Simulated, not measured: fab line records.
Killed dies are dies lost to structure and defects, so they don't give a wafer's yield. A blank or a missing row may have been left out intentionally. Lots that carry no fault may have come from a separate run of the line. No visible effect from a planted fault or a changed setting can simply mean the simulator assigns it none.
fab line records + flow rit_cmos
record:
- lots: 5
- wafers: 15
- last_day: 7
route steps=202 shown NLDD@107 PLDD@114 SPACER@125
lots that met no fault: taken from a fault-free run of the same line
start_h: hours from the record's opening day to when the first of the lot's shown wafers began + wait_h: time in hours since the lot's previous step + " the same as in the row above + L1.1+2: several wafers, shown together as one row + - value missing, or start not given + * or withheld: withheld + < > ~ a bound
route shown NAME@n: NAME is a module with steps in the file, n the number in the route of the first one + usual: the fault-free wafers' mean and standard deviation + same: alike in all rows + chamber/n: place in a boat + sites: each site's reading + _std_site: the standard deviation of these + _edge_site: inner sites' mean taken away from outer sites' mean + radius_mm: for every site, how far away it sits from the centre of the wafer + mask NAME#n: copy n + behind: the last tool/chamber to shape the wafer + hold: why the lot was held/for how many hours/how that ended + device: the transistor (n, p or np) that didn't switch + end of line: at the end of the route, the tests of the same wafers + for a step that has no rows: nothing shown but its recipe + killed: at the first sort, the dies lost to defects and structure; wafer yield is something else + map: shows each die of a wafer: x if killed, . if not, _ if none is there
set.NAME: setting as actually run; set.NAME@STEP: the setting as run at that earlier step + model.NAME: the simulator's own value behind a step, which no gauge read
lots seen at some steps along the route; tables by step, rows by wafer
services: when a tool's chamber went out of use (start_h, in hours from the record's first day, below 0 if earlier), for how many hours, and the reason
== steps ==
step: RIT_NLDD_PEB_04
recipe:
- resist: NOVOLAK
- temp_c: withheld
- time_s: withheld
| lot.wafer  | tool           | chamber | start_h | wait_h |
|------------|----------------|---------|---------|--------|
| L081.1+4+5 | litho_track-01 | 0       | 82.05   | 0.1    |
| L086.1+3+6 | litho_track-03 | 0       | 102.18  | 0.1    |
| L087.1+4+5 | litho_track-01 | 0       | 106.72  | 0.1    |
| L091.2+3+4 | litho_track-01 | 0       | 127.06  | 0.1    |
| L094.2+3+5 | litho_track-03 | 0       | 140.81  | 0.2    |
step: RIT_NLDD_DEVELOP_05
recipe:
- resist: NOVOLAK
- develop_time_s: 50
- dev_temp_c: 23
| lot.wafer  | tool           | chamber | start_h | wait_h |
|------------|----------------|---------|---------|--------|
| L081.1+4+5 | litho_track-01 | 0       | -       | -      |
| L086.1+3+6 | litho_track-03 | 0       | -       | -      |
| L087.1+4+5 | litho_track-01 | 0       | -       | -      |
| L091.2+3+4 | litho_track-01 | 0       | -       | -      |
| L094.2+3+5 | litho_track-03 | 0       | -       | -      |
step: RIT_NLDD_OVL_MEAS_06
usual:
- NLDD_OVL: 0.1/1.3
| lot.wafer | tool       | chamber | start_h | wait_h | NLDD_OVL[nm] |
|-----------|------------|---------|---------|--------|--------------|
| L081.1    | overlay-02 | -       | 82.33   | -      | -3.4         |
| L081.4    | "          | -       | "       | "      | 0.3          |
| L081.5    | "          | -       | "       | "      | -0.9         |
| L086.1    | overlay-02 | -       | 102.46  | -      | 1.4          |
| L086.3    | "          | -       | "       | "      | 0.8          |
| L086.6    | "          | -       | "       | "      | 1.3          |
| L087.1    | overlay-02 | -       | 107.00  | -      | 1.2          |
| L087.4    | "          | -       | "       | "      | 0.3          |
| L087.5    | "          | -       | "       | "      | 0.4          |
| L091.2    | overlay-01 | -       | 127.32  | -      | -0.4         |
| L091.3    | "          | -       | "       | "      | -1.0         |
| L091.4    | "          | -       | "       | "      | 1.7          |
| L094.2    | overlay-02 | -       | 141.07  | -      | 0.8          |
| L094.3    | "          | -       | "       | "      | 0.0          |
| L094.5    | "          | -       | "       | "      | -0.3         |
step: RIT_NLDD_HARDBAKE_07
recipe:
- resist: NOVOLAK
- temp_c: 140
- time_s: 60
usual:
- plate_temp_C: 139.99/0.13
| lot.wafer | tool           | chamber | start_h | wait_h | plate_temp_C |
|-----------|----------------|---------|---------|--------|--------------|
| L081.1    | litho_track-04 | 0       | 82.37   | 0.0    | 139.94       |
| L081.4    | "              | 0       | "       | "      | 140.04       |
| L081.5    | "              | 0       | "       | "      | 139.96       |
| L086.1    | litho_track-01 | 0       | 102.50  | 0.0    | 140.00       |
| L086.3    | "              | 0       | "       | "      | 139.93       |
| L086.6    | "              | 0       | "       | "      | 139.99       |
| L087.1    | litho_track-04 | 0       | 107.04  | 0.0    | 139.88       |
| L087.4    | "              | 0       | "       | "      | 140.01       |
| L087.5    | "              | 0       | "       | "      | 140.13       |
| L091.2    | litho_track-04 | 0       | 127.38  | 0.0    | 139.91       |
| L091.3    | "              | 0       | "       | "      | 140.16       |
| L091.4    | "              | 0       | "       | "      | 140.05       |
| L094.2    | litho_track-03 | 0       | 141.12  | 0.0    | 140.02       |
| L094.3    | "              | 0       | "       | "      | 140.14       |
| L094.5    | "              | 0       | "       | "      | 139.93       |
step: RIT_NLDD_IMPLANT_08
recipe:
- species: P
- energy_kev: 20
- dose_cm2: 5e+14
- tilt_deg: 7
usual:
- beam_on_s: 10.01/0.19
| lot.wafer | tool         | chamber | start_h | wait_h | beam_on_s |
|-----------|--------------|---------|---------|--------|-----------|
| L081.1    | implanter-02 | 0       | 82.52   | 0.1    | 10.43     |
| L081.4    | "            | 0       | "       | "      | 10.11     |
| L081.5    | "            | 0       | "       | "      | 10.06     |
| L086.1    | implanter-01 | 0       | 102.65  | 0.1    | 9.90      |
| L086.3    | "            | 0       | "       | "      | 9.87      |
| L086.6    | "            | 0       | "       | "      | 9.61      |
| L087.1    | implanter-01 | 0       | 107.19  | 0.1    | 9.73      |
| L087.4    | "            | 0       | "       | "      | 9.82      |
| L087.5    | "            | 0       | "       | "      | 10.14     |
| L091.2    | implanter-03 | 0       | 127.53  | 0.1    | 9.99      |
| L091.3    | "            | 0       | "       | "      | 10.33     |
| L091.4    | "            | 0       | "       | "      | 9.90      |
| L094.2    | implanter-03 | 0       | 141.27  | 0.1    | 10.11     |
| L094.3    | "            | 0       | "       | "      | 10.24     |
| L094.5    | "            | 0       | "       | "      | 10.26     |
step: RIT_NLDD_STRIP_09
recipe:
- chemistry: O2
- time_s: 180
- resist: NOVOLAK
- platen_temp_c: withheld
- power_w: 500
- pressure_mtorr: 4000
- o2_flow_sccm: 4000
usual:
- drypump_motor_current_A: 5.5/0.49
| lot.wafer | tool            | chamber | start_h | wait_h | drypump_motor_current_A | rf_hours_counter_h |
|-----------|-----------------|---------|---------|--------|-------------------------|--------------------|
| L081.1    | plasma_asher-02 | 1       | 82.67   | 0.1    | 5.4                     | 42                 |
| L081.4    | "               | 1       | "       | "      | 5.4                     | -                  |
| L081.5    | "               | 0       | "       | "      | 5.7                     | -                  |
| L086.1    | plasma_asher-01 | 1       | 102.80  | 0.1    | 4.8                     | 47                 |
| L086.3    | "               | 0       | "       | "      | 6.2                     | -                  |
| L086.6    | "               | 1       | "       | "      | 4.8                     | -                  |
| L087.1    | plasma_asher-02 | 1       | 107.34  | 0.1    | 5.4                     | 45                 |
| L087.4    | "               | 0       | "       | "      | 5.7                     | -                  |
| L087.5    | "               | 0       | "       | "      | 5.7                     | -                  |
| L091.2    | plasma_asher-04 | 1       | 127.65  | 0.1    | 5.5                     | 35                 |
| L091.3    | "               | 1       | "       | "      | 5.6                     | -                  |
| L091.4    | "               | 0       | "       | "      | 5.2                     | -                  |
| L094.2    | plasma_asher-01 | 1       | 141.40  | 0.1    | 4.8                     | 51                 |
| L094.3    | "               | 1       | "       | "      | 4.8                     | -                  |
| L094.5    | "               | 1       | "       | "      | 4.8                     | -                  |
step: RIT_NLDD_TW_MEAS_10
usual:
- NLDD_TW: 2501/43
| lot.wafer | tool          | chamber | start_h | wait_h | NLDD_TW |
|-----------|---------------|---------|---------|--------|---------|
| L081.1    | film_metro-01 | -       | 82.84   | 0.1    | 2475    |
| L081.4    | "             | -       | "       | "      | 2462    |
| L081.5    | "             | -       | "       | "      | 2457    |
| L086.1    | film_metro-02 | -       | 102.98  | 0.1    | 2511    |
| L086.3    | "             | -       | "       | "      | 2515    |
| L086.6    | "             | -       | "       | "      | 2501    |
| L087.1    | film_metro-02 | -       | 107.51  | 0.1    | 2511    |
| L087.4    | "             | -       | "       | "      | 2494    |
| L087.5    | "             | -       | "       | "      | 2506    |
| L091.2    | film_metro-03 | -       | 127.84  | 0.1    | 2559    |
| L091.3    | "             | -       | "       | "      | 2568    |
| L091.4    | "             | -       | "       | "      | 2554    |
| L094.2    | film_metro-03 | -       | 141.58  | 0.1    | 2561    |
| L094.3    | "             | -       | "       | "      | 2552    |
| L094.5    | "             | -       | "       | "      | 2553    |
step: RIT_PLDD_HMDS_00
recipe:
- prime_time_s: 60
- prime_temp_c: 140
| lot.wafer  | tool           | chamber | start_h | wait_h |
|------------|----------------|---------|---------|--------|
| L081.1+4+5 | litho_track-04 | 0       | 82.90   | 0.1    |
| L086.1+3+6 | litho_track-02 | 0       | 103.04  | 0.1    |
| L087.1+4+5 | litho_track-03 | 0       | 107.57  | 0.1    |
| L091.2+3+4 | litho_track-04 | 0       | 127.91  | 0.1    |
| L094.2+3+5 | litho_track-02 | 0       | 141.66  | 0.1    |
step: RIT_PLDD_COAT_01
recipe:
- resist: NOVOLAK
- spin_rpm: 3250
- resist_thk_nm: 1000
| lot.wafer  | tool           | chamber | start_h | wait_h |
|------------|----------------|---------|---------|--------|
| L081.1+4+5 | litho_track-04 | 0       | 83.05   | 0.1    |
| L086.1+3+6 | litho_track-02 | 0       | 103.19  | 0.1    |
| L087.1+4+5 | litho_track-03 | 0       | 107.72  | 0.1    |
| L091.2+3+4 | litho_track-04 | 0       | 128.06  | 0.1    |
| L094.2+3+5 | litho_track-02 | 0       | 141.81  | 0.1    |
step: RIT_PLDD_SOFTBAKE_02
recipe:
- resist: NOVOLAK
- temp_c: 90
- time_s: 60
usual:
- plate_temp_C: 89.98/0.12
| lot.wafer | tool           | chamber | start_h | wait_h | plate_temp_C |
|-----------|----------------|---------|---------|--------|--------------|
| L081.1    | litho_track-04 | 0       | 83.20   | 0.1    | 90.07        |
| L081.4    | "              | 0       | "       | "      | 90.02        |
| L081.5    | "              | 0       | "       | "      | 90.02        |
| L086.1    | litho_track-02 | 0       | 103.34  | 0.1    | 89.85        |
| L086.3    | "              | 0       | "       | "      | 89.88        |
| L086.6    | "              | 0       | "       | "      | 89.74        |
| L087.1    | litho_track-03 | 0       | 107.87  | 0.1    | 89.92        |
| L087.4    | "              | 0       | "       | "      | 89.94        |
| L087.5    | "              | 0       | "       | "      | 89.82        |
| L091.2    | litho_track-04 | 0       | 128.21  | 0.1    | 89.96        |
| L091.3    | "              | 0       | "       | "      | 89.82        |
| L091.4    | "              | 0       | "       | "      | 90.06        |
| L094.2    | litho_track-02 | 0       | 141.96  | 0.1    | 89.81        |
| L094.3    | "              | 0       | "       | "      | 90.02        |
| L094.5    | "              | 0       | "       | "      | 89.82        |
step: RIT_PLDD_EXPOSE_03
recipe:
- mask_id: M8
- na: 0.57
- target_cd_nm: 40900
- dose_mj: 250
usual:
- reticle_temp_C: 22.99/0.12
| lot.wafer | tool             | chamber | start_h | wait_h | mask | reticle_temp_C |
|-----------|------------------|---------|---------|--------|------|----------------|
| L081.1    | iline_stepper-02 | 0       | 83.35   | 0.1    | M8#0 | 22.73          |
| L081.4    | "                | 0       | "       | "      | M8#0 | 22.88          |
| L081.5    | "                | 0       | "       | "      | M8#0 | 22.85          |
| L086.1    | iline_stepper-02 | 0       | 103.49  | 0.1    | M8#0 | 23.03          |
| L086.3    | "                | 0       | "       | "      | M8#0 | 23.01          |
| L086.6    | "                | 0       | "       | "      | M8#0 | 23.09          |
| L087.1    | iline_stepper-01 | 0       | 108.15  | 0.2    | M8#0 | 23.08          |
| L087.4    | "                | 0       | "       | "      | M8#0 | 23.21          |
| L087.5    | "                | 0       | "       | "      | M8#0 | 23.05          |
| L091.2    | iline_stepper-02 | 0       | 128.36  | 0.1    | M8#0 | 22.94          |
| L091.3    | "                | 0       | "       | "      | M8#0 | 22.94          |
| L091.4    | "                | 0       | "       | "      | M8#0 | 22.83          |
| L094.2    | iline_stepper-01 | 0       | 142.31  | 0.3    | M8#0 | 23.24          |
| L094.3    | "                | 0       | "       | "      | M8#0 | 23.11          |
| L094.5    | "                | 0       | "       | "      | M8#0 | 22.98          |
step: RIT_PLDD_PEB_04
recipe:
- resist: NOVOLAK
- temp_c: withheld
- time_s: withheld
| lot.wafer  | tool           | chamber | start_h | wait_h |
|------------|----------------|---------|---------|--------|
| L081.1+4+5 | litho_track-04 | 0       | 83.47   | 0.1    |
| L086.1+3+6 | litho_track-02 | 0       | 103.60  | 0.1    |
| L087.1+4+5 | litho_track-04 | 0       | 108.27  | 0.1    |
| L091.2+3+4 | litho_track-02 | 0       | 128.48  | 0.1    |
| L094.2+3+5 | litho_track-04 | 0       | 142.43  | 0.1    |
step: RIT_PLDD_DEVELOP_05
recipe:
- resist: NOVOLAK
- develop_time_s: 50
- dev_temp_c: 22.03
| lot.wafer  | tool           | chamber | start_h | wait_h |
|------------|----------------|---------|---------|--------|
| L081.1+4+5 | litho_track-04 | 0       | -       | -      |
| L086.1+3+6 | litho_track-02 | 0       | -       | -      |
| L087.1+4+5 | litho_track-04 | 0       | -       | -      |
| L091.2+3+4 | litho_track-02 | 0       | -       | -      |
| L094.2+3+5 | litho_track-04 | 0       | -       | -      |
step: RIT_PLDD_OVL_MEAS_06
usual:
- PLDD_OVL: -0.4/1.2
| lot.wafer | tool       | chamber | start_h | wait_h | PLDD_OVL[nm] |
|-----------|------------|---------|---------|--------|--------------|
| L081.1    | overlay-01 | -       | 83.75   | -      | 0.0          |
| L081.4    | "          | -       | "       | "      | -0.8         |
| L081.5    | "          | -       | "       | "      | 0.4          |
| L086.1    | overlay-01 | -       | 103.89  | -      | -0.4         |
| L086.3    | "          | -       | "       | "      | -1.6         |
| L086.6    | "          | -       | "       | "      | -0.3         |
| L087.1    | overlay-02 | -       | 108.55  | -      | 1.1          |
| L087.4    | "          | -       | "       | "      | 0.0          |
| L087.5    | "          | -       | "       | "      | 0.8          |
| L091.2    | overlay-02 | -       | 128.74  | -      | 0.0          |
| L091.3    | "          | -       | "       | "      | 1.6          |
| L091.4    | "          | -       | "       | "      | -0.3         |
| L094.2    | overlay-02 | -       | 142.70  | -      | 0.9          |
| L094.3    | "          | -       | "       | "      | 0.4          |
| L094.5    | "          | -       | "       | "      | 0.3          |
step: RIT_PLDD_HARDBAKE_07
recipe:
- resist: NOVOLAK
- temp_c: 140
- time_s: 60
usual:
- plate_temp_C: 140.00/0.14
| lot.wafer | tool           | chamber | start_h | wait_h | plate_temp_C |
|-----------|----------------|---------|---------|--------|--------------|
| L081.1    | litho_track-03 | 0       | 83.79   | 0.0    | 140.05       |
| L081.4    | "              | 0       | "       | "      | 140.07       |
| L081.5    | "              | 0       | "       | "      | 140.01       |
| L086.1    | litho_track-02 | 0       | 103.92  | 0.0    | 139.95       |
| L086.3    | "              | 0       | "       | "      | 139.86       |
| L086.6    | "              | 0       | "       | "      | 139.94       |
| L087.1    | litho_track-03 | 0       | 108.58  | 0.0    | 139.97       |
| L087.4    | "              | 0       | "       | "      | 140.11       |
| L087.5    | "              | 0       | "       | "      | 140.18       |
| L091.2    | litho_track-04 | 0       | 128.80  | 0.0    | 139.97       |
| L091.3    | "              | 0       | "       | "      | 140.07       |
| L091.4    | "              | 0       | "       | "      | 140.12       |
| L094.2    | litho_track-03 | 0       | 142.75  | 0.0    | 140.00       |
| L094.3    | "              | 0       | "       | "      | 139.89       |
| L094.5    | "              | 0       | "       | "      | 140.03       |
step: RIT_PLDD_IMPLANT_08
recipe:
- species: BF2
- energy_kev: 20
- dose_cm2: 9e+14
- tilt_deg: 7
usual:
- beam_on_s: 9.97/0.18
| lot.wafer | tool         | chamber | start_h | wait_h | beam_on_s |
|-----------|--------------|---------|---------|--------|-----------|
| L081.1    | implanter-04 | 0       | 83.94   | 0.1    | 9.98      |
| L081.4    | "            | 0       | "       | "      | 9.96      |
| L081.5    | "            | 0       | "       | "      | 10.14     |
| L086.1    | implanter-04 | 0       | 104.07  | 0.1    | 10.35     |
| L086.3    | "            | 0       | "       | "      | 10.11     |
| L086.6    | "            | 0       | "       | "      | 10.03     |
| L087.1    | implanter-04 | 0       | 108.73  | 0.1    | 9.86      |
| L087.4    | "            | 0       | "       | "      | 9.91      |
| L087.5    | "            | 0       | "       | "      | 9.73      |
| L091.2    | implanter-04 | 0       | 128.95  | 0.1    | 9.79      |
| L091.3    | "            | 0       | "       | "      | 9.80      |
| L091.4    | "            | 0       | "       | "      | 9.94      |
| L094.2    | implanter-04 | 0       | 142.90  | 0.1    | 10.20     |
| L094.3    | "            | 0       | "       | "      | 10.01     |
| L094.5    | "            | 0       | "       | "      | 9.79      |
step: RIT_PLDD_STRIP_09
recipe:
- chemistry: O2
- time_s: 180
- resist: NOVOLAK
- platen_temp_c: withheld
- power_w: 500
- pressure_mtorr: 4000
- o2_flow_sccm: 4000
usual:
- drypump_motor_current_A: 5.6/0.4
| lot.wafer | tool            | chamber | start_h | wait_h | drypump_motor_current_A | rf_hours_counter_h |
|-----------|-----------------|---------|---------|--------|-------------------------|--------------------|
| L081.1    | plasma_asher-01 | 0       | 84.09   | 0.1    | 6.2                     | 45                 |
| L081.4    | "               | 0       | "       | "      | 6.2                     | -                  |
| L081.5    | "               | 1       | "       | "      | 4.8                     | -                  |
| L086.1    | plasma_asher-03 | 1       | 104.22  | 0.1    | 5.7                     | 46                 |
| L086.3    | "               | 0       | "       | "      | 5.7                     | -                  |
| L086.6    | "               | 0       | "       | "      | 5.8                     | -                  |
| L087.1    | plasma_asher-01 | 0       | 108.88  | 0.1    | 6.2                     | 48                 |
| L087.4    | "               | 0       | "       | "      | 6.2                     | -                  |
| L087.5    | "               | 0       | "       | "      | 6.2                     | -                  |
| L091.2    | plasma_asher-02 | 0       | 129.07  | 0.1    | 5.7                     | 1                  |
| L091.3    | "               | 0       | "       | "      | 5.7                     | -                  |
| L091.4    | "               | 1       | "       | "      | 5.4                     | -                  |
| L094.2    | plasma_asher-02 | 0       | 143.03  | 0.1    | 5.7                     | 3                  |
| L094.3    | "               | 1       | "       | "      | 5.4                     | -                  |
| L094.5    | "               | 0       | "       | "      | 5.7                     | -                  |
step: RIT_PLDD_TW_MEAS_10
usual:
- PLDD_TW: 2366/42
| lot.wafer | tool          | chamber | start_h | wait_h | PLDD_TW |
|-----------|---------------|---------|---------|--------|---------|
| L081.1    | film_metro-03 | -       | 84.26   | 0.1    | 2404    |
| L081.4    | "             | -       | "       | "      | 2412    |
| L081.5    | "             | -       | "       | "      | 2406    |
| L086.1    | film_metro-03 | -       | 104.40  | 0.1    | 2413    |
| L086.3    | "             | -       | "       | "      | 2415    |
| L086.6    | "             | -       | "       | "      | 2414    |
| L087.1    | film_metro-01 | -       | 109.06  | 0.1    | 2312    |
| L087.4    | "             | -       | "       | "      | 2326    |
| L087.5    | "             | -       | "       | "      | 2322    |
| L091.2    | film_metro-03 | -       | 129.26  | 0.1    | 2407    |
| L091.3    | "             | -       | "       | "      | 2407    |
| L091.4    | "             | -       | "       | "      | 2419    |
| L094.2    | film_metro-02 | -       | 143.21  | 0.1    | 2382    |
| L094.3    | "             | -       | "       | "      | 2366    |
| L094.5    | "             | -       | "       | "      | 2356    |
step: RIT_SPACER_CLEAN_00
recipe:
- chemistry: SC1
- mix: 3:3:50
- time_s: 600
- temp_c: 75
| lot.wafer  | tool         | chamber | start_h | wait_h |
|------------|--------------|---------|---------|--------|
| L081.1+4+5 | wet_bench-01 | 2       | 84.32   | 0.1    |
| L086.1+3+6 | wet_bench-02 | 1       | 104.46  | 0.1    |
| L087.1+4+5 | wet_bench-02 | 3       | 109.12  | 0.1    |
| L091.2+3+4 | wet_bench-04 | 1       | 129.31  | 0.0    |
| L094.2+3+5 | wet_bench-04 | 1       | 143.26  | 0.0    |
step: RIT_SPACER_CLEAN_01
recipe:
- chemistry: dHF
- dilution: 50:1
- time_s: 30
| lot.wafer  | tool         | chamber | start_h | wait_h |
|------------|--------------|---------|---------|--------|
| L081.1+4+5 | wet_bench-02 | 0       | 84.50   | 0.0    |
| L086.1+3+6 | wet_bench-04 | 1       | 104.63  | 0.0    |
| L087.1+4+5 | wet_bench-04 | 0       | 109.29  | 0.0    |
| L091.2+3+4 | wet_bench-02 | 3       | 129.48  | 0.0    |
| L094.2+3+5 | wet_bench-01 | 2       | 143.44  | 0.0    |
step: RIT_SPACER_CLEAN_02
recipe:
- chemistry: SC2
- mix: 3:3:50
- time_s: 600
- temp_c: 75
- dry: n2_spin
| lot.wafer  | tool         | chamber | start_h | wait_h |
|------------|--------------|---------|---------|--------|
| L081.1+4+5 | wet_bench-04 | 2       | 84.51   | 0.0    |
| L086.1+3+6 | wet_bench-02 | 1       | 104.65  | 0.0    |
| L087.1+4+5 | wet_bench-02 | 1       | 109.31  | 0.0    |
| L091.2+3+4 | wet_bench-04 | 1       | 129.50  | 0.0    |
| L094.2+3+5 | wet_bench-04 | 1       | 143.45  | 0.0    |
step: RIT_SPACER_CVD_03
recipe:
- material: Si3N4
- target_thk_nm: 250
- temp_c: 810
- precursor: SiH2Cl2/NH3
- time_s: 3300
- pressure_mtorr: 300
- sih2cl2_flow_sccm: 60
- nh3_flow_sccm: 150
usual:
- susceptor_temp_C: 810.1/0.33
- zone_power_centre_pct: 39.8/2.8
- zone_power_load_pct: 20.1/1.2
| lot.wafer | tool     | chamber | start_h | wait_h | susceptor_temp_C | zone_power_centre_pct | zone_power_load_pct |
|-----------|----------|---------|---------|--------|------------------|-----------------------|---------------------|
| L081.1    | lpcvd-01 | 1       | 84.69   | 0.0    | 810.0            | 41.2                  | 20.7                |
| L081.4    | "        | 1       | "       | "      | 809.6            | 41.4                  | 21.1                |
| L081.5    | "        | 1       | "       | "      | 810.0            | 42.0                  | 21.0                |
| L086.1    | lpcvd-02 | 1       | 104.82  | 0.0    | 809.7            | 36.0                  | 21.0                |
| L086.3    | "        | 1       | "       | "      | 810.4            | 35.9                  | 21.4                |
| L086.6    | "        | 1       | "       | "      | 809.8            | 35.2                  | 21.3                |
| L087.1    | lpcvd-02 | 0       | 109.49  | 0.0    | 810.3            | 42.1                  | 18.7                |
| L087.4    | "        | 0       | "       | "      | 810.5            | 41.7                  | 18.8                |
| L087.5    | "        | 0       | "       | "      | 810.5            | 41.9                  | 18.7                |
| L091.2    | lpcvd-01 | 0       | 129.67  | 0.0    | 809.9            | 36.4                  | 22.8                |
| L091.3    | "        | 0       | "       | "      | 810.2            | 36.5                  | 22.5                |
| L091.4    | "        | 0       | "       | "      | 810.4            | 36.6                  | 22.5                |
| L094.2    | lpcvd-02 | 0       | 143.63  | 0.0    | 809.9            | 40.9                  | 18.9                |
| L094.3    | "        | 0       | "       | "      | 810.1            | 41.2                  | 19.0                |
| L094.5    | "        | 0       | "       | "      | 810.1            | 41.6                  | 18.9                |
== services ==
| tool             | chamber | start_h | hours | kind        |
|------------------|---------|---------|-------|-------------|
| plasma_asher-03  | -       | 61.16   | 2.7   | repair      |
| implanter-03     | -       | 64.28   | 3.0   | repair      |
| plasma_asher-02  | -       | 70.02   | 8.1   | repair      |
| iline_stepper-02 | -       | 70.42   | 1.7   | pm          |
| lpcvd-01         | -       | 70.48   | 6.1   | pm          |
| plasma_asher-01  | -       | 74.99   | 3.2   | repair      |
| iline_stepper-01 | -       | 77.06   | 1.7   | pm          |
| implanter-03     | -       | 81.27   | 1.4   | pm          |
| plasma_asher-01  | -       | 90.39   | 5.1   | repair      |
| wet_bench-02     | -       | 91.05   | 1.9   | pm          |
| iline_stepper-02 | 0       | 95.01   | -     | calibration |
| iline_stepper-01 | -       | 97.88   | 9.3   | repair      |
| lpcvd-01         | -       | 105.36  | 0.9   | repair      |
| plasma_asher-02  | -       | 108.75  | 9.0   | pm          |
| plasma_asher-02  | 0       | 108.75  | 9.0   | vent_cycle  |
| plasma_asher-02  | 1       | 108.75  | 9.0   | vent_cycle  |
| wet_bench-01     | -       | 115.11  | 4.1   | repair      |
| plasma_asher-01  | -       | 115.79  | 4.3   | repair      |
| plasma_asher-02  | 0       | 117.75  | -     | clean       |
| plasma_asher-02  | 1       | 117.75  | -     | clean       |
| implanter-02     | -       | 133.98  | 8.5   | repair      |
== key ==
fault none
